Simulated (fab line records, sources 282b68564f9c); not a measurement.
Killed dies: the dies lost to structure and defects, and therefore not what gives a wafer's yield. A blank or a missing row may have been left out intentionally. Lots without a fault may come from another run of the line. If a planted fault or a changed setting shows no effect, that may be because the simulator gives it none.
fab line records -- flow rit_cmos
record lots=15, wafers=45, last_day=7
route steps=202 shown SPACER@130 M1@202
lots with no fault: from the same line, run without faults
start_h: start of the lot's first displayed wafer, in hours after the record's first day -- wait_h: how many hours have passed since the lot's step before this one -- " repeats the value in the row above -- L1.1+2: a row that stands for several wafers -- - no value present, or no start provided -- * or withheld: withheld -- < > ~ a bound
route shown NAME@n: names a module that has steps shown in the file, with the first one's number in the route -- usual: mean/standard deviation taken from wafers without a fault -- same: alike in all rows -- chamber/n: place in a boat -- sites: each site's reading -- _std_site: how widely they spread, as a standard deviation -- _edge_site: the outer-site mean with the inner-site mean subtracted -- radius_mm: how far each site lies from the wafer's centre -- mask NAME#n: copy n -- behind: tool/chamber where the wafer was last shaped -- hold: cause of the lot's hold/its duration in hours/its outcome -- device: whichever transistor did not switch (one of n, p or np) -- end of line: the tests these same wafers got at the end of their route -- step lacking rows: just its recipe -- killed: not the wafer's yield, but the dies lost to structure and defects at the first sort -- map: the dies of a wafer, with x for killed, . for not killed, _ for no die there
set.NAME: the setting that was run; set.NAME@STEP: the one run at that earlier step -- model.NAME: the simulator's own value behind a step, which no gauge read
the route's steps for a sample of lots (tables are steps, rows are wafers)
services: a tool's chamber out of use, with start hour (start_h, from the record's first day; less than 0 if before it), hours out, and reason
## steps
# step RIT_SPACER_ETCHBACK_05
# recipe target_depth_a=2500, SF6_flow_sccm=30, CHF3_flow_sccm=30, target=Si3N4, chemistry=SF6/CHF3, pressure_mtorr=40, rf_w=250, time_s=240, stop_on=SiO2
# usual CHF3_flow_sccm=30.00/0.082, SF6_flow_sccm=29.99/0.085, drypump_motor_current_A=5.9/0.42, oes_product_au=0.843/0.017, rf_fwd_power_W=249.2/0.82, throttle_valve_pct=10.25/0.13
lot.wafer,tool,chamber,start_h,wait_h,CHF3_flow_sccm,SF6_flow_sccm,drypump_motor_current_A,oes_product_au,rf_fwd_power_W,rf_hours_counter_h,throttle_valve_pct
L837.2,rie_diel-04,2,54.12,0.0,29.91,29.99,6.2,0.831,250.0,135,10.09
L837.4,rie_diel-04,1,54.12,0.0,29.98,29.98,6.2,0.855,249.0,71,10.19
L837.5,rie_diel-04,1,54.12,0.0,29.93,30.01,6.2,0.858,248.4,-,10.19
L838.1,rie_diel-04,0,58.45,0.1,29.93,29.92,6.2,0.872,247.7,129,10.25
L838.3,rie_diel-04,2,58.45,0.1,29.98,30.07,6.3,0.821,247.8,135,10.10
L838.6,rie_diel-04,1,58.45,0.1,30.12,29.99,6.2,0.844,249.6,-,10.20
L839.3,rie_diel-03,1,65.98,0.0,-,-,-,-,-,-,-
L839.4,rie_diel-03,2,65.98,0.0,-,-,-,-,-,-,-
L839.6,rie_diel-03,0,65.98,0.0,-,-,-,-,-,-,-
L840.1,rie_diel-04,2,68.65,0.1,-,-,-,-,-,-,-
L840.4,rie_diel-04,0,68.65,0.1,-,-,-,-,-,-,-
L840.5,rie_diel-04,2,68.65,0.1,-,-,-,-,-,-,-
L841.2,rie_diel-01,2,72.37,0.0,-,-,-,-,-,-,-
L841.3,rie_diel-01,1,72.37,0.0,-,-,-,-,-,-,-
L841.5,rie_diel-01,3,72.37,0.0,-,-,-,-,-,-,-
L842.2,rie_diel-03,2,78.19,0.0,30.13,30.00,5.8,0.836,248.2,129,10.29
L842.4,rie_diel-03,3,78.19,0.0,30.11,30.03,4.9,0.848,247.8,69,10.19
L842.5,rie_diel-03,2,78.19,0.0,30.00,30.02,5.8,0.846,247.8,-,10.28
L849.2,rie_diel-01,0,114.96,0.0,29.92,30.20,5.7,0.852,248.6,0,10.19
L849.3,rie_diel-01,1,114.96,0.0,29.91,29.99,5.1,0.834,248.3,7,10.32
L849.4,rie_diel-01,2,114.96,0.0,30.06,29.95,6.2,0.835,248.7,-,10.16
L850.1,rie_diel-04,3,121.84,0.1,30.13,29.91,5.8,0.821,251.7,30,10.31
L850.4,rie_diel-04,1,121.84,0.1,30.08,30.01,6.2,0.842,249.1,73,10.20
L850.6,rie_diel-04,3,121.84,0.1,29.92,30.02,5.7,0.818,251.6,-,10.31
L851.1,rie_diel-03,0,124.95,0.1,30.16,29.95,5.6,0.861,248.9,6,10.16
L851.3,rie_diel-03,1,124.95,0.1,30.03,29.94,6.0,0.815,248.5,10,10.22
L851.5,rie_diel-03,1,124.95,0.1,29.90,29.97,6.0,0.817,249.2,-,10.21
L852.1,rie_diel-04,1,131.76,0.1,29.99,29.87,6.2,0.842,247.8,73,10.20
L852.4,rie_diel-04,0,131.76,0.1,29.87,30.11,6.2,0.864,248.0,131,10.26
L852.5,rie_diel-04,0,131.76,0.1,30.03,29.96,6.2,0.873,248.6,-,10.23
L854.3,rie_diel-04,1,139.33,0.0,29.97,29.94,6.2,0.856,249.9,73,10.18
L854.4,rie_diel-04,3,139.33,0.0,30.00,30.04,5.7,0.845,250.5,30,10.32
L854.5,rie_diel-04,2,139.33,0.0,30.09,29.97,6.2,0.835,249.6,-,10.11
L856.1,rie_diel-04,2,151.72,0.1,30.00,29.92,6.3,0.819,249.0,137,10.13
L856.2,rie_diel-04,1,151.72,0.1,29.98,29.97,6.2,0.854,248.7,73,10.19
L856.5,rie_diel-04,2,151.72,0.1,29.84,29.99,6.3,0.822,248.7,-,10.12
L857.3,rie_diel-03,2,154.79,0.0,30.01,29.96,5.8,0.838,249.1,130,10.28
L857.4,rie_diel-03,1,154.79,0.0,29.97,29.85,5.9,0.837,248.9,11,10.21
L857.6,rie_diel-03,1,154.79,0.0,30.05,29.94,6.0,0.828,250.1,-,10.23
L858.2,rie_diel-01,2,158.83,0.0,29.97,30.01,6.1,0.833,247.9,69,10.18
L858.3,rie_diel-01,0,158.83,0.0,30.17,29.88,5.7,0.845,248.4,1,10.19
L858.5,rie_diel-01,2,158.83,0.0,30.07,29.99,6.1,0.826,248.4,-,10.17
L859.2,rie_diel-03,3,166.63,0.0,29.91,30.01,4.8,0.854,249.5,71,10.17
L859.5,rie_diel-03,0,166.63,0.0,29.96,29.95,5.6,0.865,249.9,-,10.18
L859.6,rie_diel-03,3,166.63,0.0,29.86,29.89,4.9,0.850,249.3,-,10.19
# step RIT_M1_PROBE_99
# usual killed_at_M0_to_M3=0.0/0.12, killed_at_contacts=0.1/0.25, killed_at_front_end=6.3/2.9, killed_dies=6.4/2.8, killed_on_rim=1.7/1.4, killed_open=3.3/2, killed_short=3.1/2
# same gross_dies=264, killed_at_M4_up=0, killed_at_back_side=0, killed_at_other=0
lot.wafer,tool,chamber,start_h,wait_h,killed_at_M0_to_M3,killed_at_contacts,killed_at_front_end,killed_dies,killed_on_rim,killed_open,killed_short
L837.2,prober-01,-,65.21,0.1,0,0,3,3,1,1,2
L837.4,prober-01,-,65.31,0.2,0,0,6,6,0,4,2
L837.5,prober-01,-,65.36,0.2,0,0,7,7,0,5,2
L839.3,prober-02,-,77.18,0.2,0,0,264,264,70,3,4
L839.4,prober-02,-,77.23,0.2,0,0,264,264,70,2,2
L839.6,prober-02,-,77.33,0.2,0,0,264,264,70,4,3
L840.1,prober-01,-,79.96,0.1,0,0,264,264,70,2,2
L840.4,prober-01,-,80.11,0.2,0,0,264,264,70,2,1
L840.5,prober-01,-,80.16,0.2,0,0,264,264,70,1,2
L841.2,prober-02,-,83.61,0.1,0,0,264,264,70,2,7
L841.3,prober-02,-,83.66,0.2,0,0,264,264,70,1,5
L841.5,prober-02,-,83.76,0.2,0,0,264,264,70,1,3
L849.3,prober-01,-,126.25,0.2,0,0,1,1,1,1,0
L852.1,prober-02,-,142.90,0.1,0,0,3,3,0,3,0
L852.4,prober-02,-,143.05,0.2,0,0,7,7,1,5,2
L852.5,prober-02,-,143.10,0.2,0,1,3,4,1,3,1
# killed by level:class
L837.2 REOX:geometric_particle:open=1 REOX:geometric_particle:short=1 SPACER:geometric_particle:short=1
L837.4 GATE:geometric_particle:open=2 GATE:geometric_particle:short=1 REOX:geometric_particle:open=1 REOX:geometric_particle:short=1 SPACER:geometric_particle:open=1
L837.5 FOX2:geometric_particle:open=3 REOX:geometric_particle:open=2 FOX1:geometric_particle:short=1 GATE:geometric_particle:short=1
L839.3 SPACER:area_etchback=257 SILICIDE:geometric_particle:short=2 FOX2:geometric_particle:open=1 GATE:geometric_particle:short=1 GATE:geometric_particle:open=1 REOX:geometric_particle:short=1 REOX:geometric_particle:open=1
L839.4 SPACER:area_etchback=260 GATE:geometric_particle:open=2 GATE:geometric_particle:short=1 REOX:geometric_particle:short=1
L839.6 SPACER:area_etchback=257 REOX:geometric_particle:open=3 REOX:geometric_particle:short=2 GATE:geometric_particle:open=1 GATE:geometric_particle:short=1
L840.1 SPACER:area_etchback=260 GATE:geometric_particle:short=2 REOX:geometric_particle:open=2
L840.4 SPACER:area_etchback=261 GATE:geometric_particle:open=2 GATE:geometric_particle:short=1
L840.5 SPACER:area_etchback=261 FOX1:geometric_particle:short=1 FOX1:geometric_particle:open=1 SPACER:geometric_particle:short=1
L841.2 SPACER:area_etchback=255 SPACER:geometric_particle:short=3 REOX:geometric_particle:short=2 FOX1:geometric_particle:short=1 GATE:geometric_particle:open=1 GATE:geometric_particle:short=1 SPACER:geometric_particle:open=1
L841.3 SPACER:area_etchback=258 FOX1:geometric_particle:short=2 SILICIDE:geometric_particle:short=2 FOX1:geometric_particle:open=1 REOX:geometric_particle:short=1
L841.5 SPACER:area_etchback=260 SPACER:geometric_particle:short=2 GATE:geometric_particle:short=1 SILICIDE:geometric_particle:open=1
L849.3 SILICIDE:geometric_particle:open=1
L852.1 GATE:geometric_particle:open=2 REOX:geometric_particle:open=1
L852.4 GATE:geometric_particle:open=2 FOX1:geometric_particle:open=1 FOX2:geometric_particle:open=1 GATE:geometric_particle:short=1 REOX:geometric_particle:short=1 SPACER:geometric_particle:open=1
L852.5 GATE:geometric_particle:open=2 GATE:geometric_particle:short=1 CONTACT:geometric_particle:open=1
## services
tool,chamber,start_h,hours,kind
rie_diel-03,3,55.04,15.0,repair
rie_diel-04,-,65.34,1.1,repair
rie_diel-03,1,81.72,18.8,repair
rie_diel-01,0,92.90,-,clean
rie_diel-01,0,92.90,15.9,scheduled_down
rie_diel-01,0,92.90,15.9,vent_cycle
rie_diel-03,-,97.19,2.8,pm
rie_diel-03,2,107.50,12.0,repair
rie_diel-01,3,108.78,-,clean
rie_diel-01,3,108.78,17.9,scheduled_down
rie_diel-01,3,108.78,17.9,vent_cycle
rie_diel-01,-,110.22,0.2,repair
rie_diel-04,1,164.75,4.5,repair
## key
first_sign step=RIT_SPACER_ETCHBACK_05, reading=tool_record, direction=missing
effect step=RIT_M1_PROBE_99, reading=killed_dies, direction=up, sigmas=91, usual=6.4, struck=264
more_kills_born_at RIT_SPACER_ETCHBACK_05@rie_diel-04=782, RIT_SPACER_ETCHBACK_05@rie_diel-03=774, RIT_SPACER_ETCHBACK_05@rie_diel-01=773
met_at RIT_SPACER_ETCHBACK_05
struck_lots L839,L840,L841
later_rows_left_out L839.3,L839.4,L839.6,L840.1,L840.4,L840.5,L841.2,L841.3,L841.5
tester_left_out L839,L840,L841
onset_between 58.45 65.98
fault kind=skipped_step_whole, tool=rie_diel-01,rie_diel-03,rie_diel-04, chamber=-, onset_h=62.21, steps=RIT_SPACER_ETCHBACK_05, scope=struck_lots_only
# tester_left_out: of these lots the tester's yield and bins aren't shown, on N5 and GAA mostly nor the transistor test; their killed dies are dies lost to structure and defects alone, not to doping, threshold or leakage, so they don't give the yield
# later_rows_left_out: the simulator's readings of these wafers behind a module that went badly wrong aren't trusted and aren't shown, but for the sort
